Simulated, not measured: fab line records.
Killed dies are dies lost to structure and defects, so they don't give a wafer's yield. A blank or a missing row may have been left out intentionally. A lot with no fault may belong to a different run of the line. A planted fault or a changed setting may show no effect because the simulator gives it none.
Which of the tools did it? :: flow rit-cmos :: 7 lots, 21 wafers sampled, at 2 steps of a route of 202

## WHAT THE GAUGES SHOWED, per wafer
RIT_M1_CD_MEAS_90: the cd target is 2600 nm.
lot: L358
measured: day 3 12:08
on: cd-sem-01
cd-nm (nm): 2604.0 2601.1 2606.1

lot: L360
measured: day 3 23:59
on: cd-sem-01
cd-nm (nm): 2604.0 2604.5 2603.2

lot: L362
measured: day 4 10:18
on: cd-sem-02
cd-nm (nm): 2600.0 2600.1 2600.6

lot: L364
measured: day 4 18:59
on: cd-sem-01
cd-nm (nm): 2604.7 2604.2 2603.1

lot: L373
measured: day 6 16:57
on: cd-sem-02
cd-nm (nm): 2596.7 2588.5 2593.7

lot: L376
measured: day 7 07:16
on: cd-sem-02
cd-nm (nm): 2601.3 2600.0 2603.2

lot: L379
measured: day 7 22:42
on: cd-sem-02
cd-nm (nm): 2600.9 2603.3 2600.8

## WHICH TOOL RAN EACH LOT (tool, then ch and the chambers of the sampled wafers, then the start)
lot: L358
RIT_M1_METAL_ETCH_12: rie-metal-04 ch 0,1, day 3 11:38

lot: L360
RIT_M1_METAL_ETCH_12: rie-metal-01 ch 1, day 3 23:19

lot: L362
RIT_M1_METAL_ETCH_12: rie-metal-02 ch 0,1, day 4 09:46

lot: L364
RIT_M1_METAL_ETCH_12: rie-metal-04 ch 0,1, day 4 18:28

lot: L373
RIT_M1_METAL_ETCH_12: rie-metal-01 ch 0,1, day 6 16:26

lot: L376
RIT_M1_METAL_ETCH_12: rie-metal-04 ch 1, day 7 06:46

lot: L379
RIT_M1_METAL_ETCH_12: rie-metal-04 ch 1, day 7 22:10
- RIT_M1_METAL_ETCH_12: etches Al in Cl2/BCl3, stops on SiO2, time 165 s, target depth 600 nm.

## THE ANSWER, worked out from the rows above alone
Rule: the usual values come from the lots themselves. The widest of any qualifying gaps counts: lots, ordered by their means at a reading, are off when they make up no more than a third of the lots, leave a main group of 4 or more, and stand apart from it by 3 or more times the standard deviation of that group's means. Not used: any main group whose means are identical at the precision the tables above print for the reading. Also off: a lot with no number at a reading for which 4 or more lots have one. Where the step has rows for the other lots, those lots are counted as sound.
Off: L373, at RIT_M1_CD_MEAS_90 (cd-nm). For the main group the mean is 2602.5 nm and the standard deviation 1.4.
If a tool, at a process step before that reading, ran all the lots that are off and no sound lot after the first of them, it fits. The gauges at RIT_M1_CD_MEAS_90 are tried like those tools. One fits: RIT_M1_METAL_ETCH_12 on rie-metal-01. A fault onset in the window from L360 (day 3 23:19, its last sound lot) to L373 (day 6 16:26, its first lot off) fits.

## WHAT THE SIMULATOR HAD PUT IN
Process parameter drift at RIT_M1_METAL_ETCH_12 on rie-metal-01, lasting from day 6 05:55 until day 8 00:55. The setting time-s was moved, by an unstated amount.
Lots struck among those shown: L373. Same finding as the rule above.
